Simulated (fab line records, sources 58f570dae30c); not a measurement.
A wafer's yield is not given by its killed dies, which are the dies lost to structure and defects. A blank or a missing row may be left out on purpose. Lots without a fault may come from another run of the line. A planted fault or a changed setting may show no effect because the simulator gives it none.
Split-lot trial -- flow berkeleyCmos170 -- 5 lots, 23 wafers read, on a route of 331 steps

## THE SPLIT
At UCB170_BACKSIDE_STRIP_03 (strips in O2), the setting powerW was moved away from the recipe's 400 W on 10 of the 23 wafers read, by -10.7% to +9.3%. For the rest of the wafers, this setting stayed at what the recipe calls for.

The split's own step is where the reading is taken.

## THE READING
oesProductAu, in a.u., at UCB170_BACKSIDE_STRIP_03 (strips in O2). A value of 0.734 a.u. with a standard deviation of 0.0044 a.u. is what fault-free wafers of this fab line usually give.

wafer,"tool, chamber at the split","powerW as run, W",against the recipe,"oesProductAu, a.u.",against lot-mates on the recipe
L076.1,"plasmaAsher-01, 1",400,recipe,0.730,-
L076.2,"plasmaAsher-01, 0",360.5,-9.9%,0.692,-0.036
L076.3,"plasmaAsher-01, 0",360.5,-9.9%,0.700,-0.028
L076.5,"plasmaAsher-01, 0",400,recipe,0.725,-
L076.6,"plasmaAsher-01, 1",360.5,-9.9%,0.689,-0.039
L075.1,"plasmaAsher-02, 1",437,+9.3%,0.763,+0.031
L075.2,"plasmaAsher-02, 0",437,+9.3%,0.776,+0.044
L075.4,"plasmaAsher-02, 0",400,recipe,0.730,-
L075.5,"plasmaAsher-02, 0",400,recipe,0.734,-
L075.6,"plasmaAsher-02, 1",437,+9.3%,0.763,+0.031
L077.1,"plasmaAsher-01, 1",400,recipe,0.734,-
L077.3,"plasmaAsher-01, 1",357.2,-10.7%,0.690,-0.045
L077.4,"plasmaAsher-01, 0",400,recipe,0.738,-
L077.5,"plasmaAsher-01, 1",400,recipe,0.734,-
L077.6,"plasmaAsher-01, 0",357.2,-10.7%,0.690,-0.045
L079.1,"plasmaAsher-04, 0",400,recipe,0.729,-
L079.3,"plasmaAsher-04, 0",400,recipe,0.736,-
L079.4,"plasmaAsher-04, 1",400,recipe,0.728,-
L079.5,"plasmaAsher-04, 0",371.4,-7.2%,0.716,-0.015
L079.6,"plasmaAsher-04, 1",371.4,-7.2%,0.711,-0.020
L078.1,"plasmaAsher-01, 0",400,recipe,0.737,-
L078.2,"plasmaAsher-01, 1",400,recipe,0.739,-
L078.6,"plasmaAsher-01, 0",400,recipe,0.733,-

FIT RESULTS
A straight line over all 23 wafers: oesProductAu changes by +0.00377 a.u. for each +1% of powerW; r = +0.98; the points scatter about the line by 0.0051 a.u.
The same after taking each lot's own level away (the mean of its wafers on the recipe; 23 wafers): +0.00367 a.u. for each +1%; r = +0.98; scatter 0.005 a.u.
That fit puts the effect of the largest move of powerW on the reading at 0.039 a.u.
The lots' own levels span 0.7275 to 0.7363 a.u., that is 2.0 times the standard deviation above.
So the lot-to-lot level changes the slope little: the two slopes agree.
Check: with one of the wafers moved furthest among these (-10.7%) left out of the fit, the line predicts -0.0374 a.u. for it against its lot-mates. It came out at -0.0453 a.u. against them.
Tool readings at the split's step, against how far the setting was moved: oesProductAu r = +0.98; stripTimeToEndpointS r = -1.00.

## THE WHOLE CHAIN: every reading that the file lists as answering this split, in the file's order
step,what it does,reading,change (the file's fit),r (the file's)
UCB170_BACKSIDE_STRIP_03,strips in O2,oesProductAu,+0.00362 a.u. for each +1% of the setting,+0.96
UCB170_BACKSIDE_STRIP_03,strips in O2,stripTimeToEndpointS,withheld for each +1% of the setting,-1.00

## FILE'S OWN FIT
oesProductAu changes by +0.00362 a.u. for each +1% of powerW, r = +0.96.
